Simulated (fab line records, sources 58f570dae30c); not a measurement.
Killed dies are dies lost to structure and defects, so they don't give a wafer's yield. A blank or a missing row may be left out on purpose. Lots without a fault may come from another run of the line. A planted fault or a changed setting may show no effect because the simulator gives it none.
Which tool did it? | flow berkeley_cmos170 | 14 lots, 42 wafers sampled, at 1 step of a route of 331

WHAT THE GAUGES READ, wafer by wafer
The record holds no reading of a measuring or inspecting step that can be judged against a usual standard deviation.

WHICH TOOL RAN EACH LOT (tool, then ch and the chambers of the sampled wafers, then the start)
lot  | UCB170_SPACER_CVD_00
L266 | pecvd-02 ch 0,1,2, day 6 20:29
L267 | pecvd-04 ch 1,2, day 6 21:08
L269 | pecvd-02 ch 1,2, day 7 02:26
L271 | pecvd-04 ch 0,1, day 7 15:23
L272 | pecvd-01 ch 0,1, day 8 02:29
L274 | pecvd-01 ch 1,2, day 8 08:51
L275 | pecvd-02 ch 0,1, day 8 16:49
L276 | pecvd-01 ch 0,2, day 8 17:05
L277 | pecvd-02 ch 0,2, day 9 06:25
L278 | pecvd-01 ch 0,1, day 9 06:59
L281 | pecvd-02 ch 0,1,2, day 9 23:57
L288 | pecvd-02 ch 0,1,2, day 11 01:32
L287 | pecvd-01 ch 0,2, day 11 02:13
L289 | pecvd-01 ch 0,1,2, day 11 07:31
- UCB170_SPACER_CVD_00: deposits SiO2 from TEOS/O2, target thk 376 nm, time 47 s.

WHAT THE TOOLS THEMSELVES READ (means of the sampled wafers that have a number; where no wafer has one, the mark that the record gives instead)
UCB170_SPACER_CVD_00.
lot  | tool     | heater_power_w (W) | pressure_mtorr (mTorr)
L266 | pecvd-02 | 245                | 9000
L267 | pecvd-04 | 291                | 8999
L269 | pecvd-02 | 202                | 9009
L271 | pecvd-04 | 282                | 9012
L272 | pecvd-01 | 287                | 9004
L274 | pecvd-01 | 299                | 8989
L275 | pecvd-02 | 202                | 8988
L276 | pecvd-01 | 317                | 8988
L277 | pecvd-02 | -                  | -
L278 | pecvd-01 | -                  | -
L281 | pecvd-02 | 258                | 9010
L288 | pecvd-02 | 240                | 9003
L287 | pecvd-01 | 289                | 9010
L289 | pecvd-01 | 326                | 9000

THE ANSWER, worked out from the rows above alone
Rule: what is usual is taken from the lots themselves. Put in order of their means at a reading, lots are off if they are a third of the lots or fewer, leave a main group of 4 or more, and stand apart from it by a gap of 3 or more times the standard deviation of the main group's means; of several such gaps the widest counts. A main group whose means are all the same, to the digits that the tables above print for the reading, isn't used. A lot without any number at a reading at which 4 lots or more have one is off too. The other lots that the step has rows for count as sound. The gauges are gone through in route order, then the tools' own readings, and for those a lot's mean is taken as printed above. The first step at which some lot is off is used, and at that step the reading that is off furthest; a lot without a number counts as furthest.
Off: L277, L278, at UCB170_SPACER_CVD_00 (heater_power_w). Without a number there: L277, L278. The main group: mean 270 W, standard deviation 39.
A tool fits if, at that step or a process step before it, it ran every lot that is off, and no sound lot after the first of them. None of those tried fits.

WHAT THE SIMULATOR HAD PUT IN
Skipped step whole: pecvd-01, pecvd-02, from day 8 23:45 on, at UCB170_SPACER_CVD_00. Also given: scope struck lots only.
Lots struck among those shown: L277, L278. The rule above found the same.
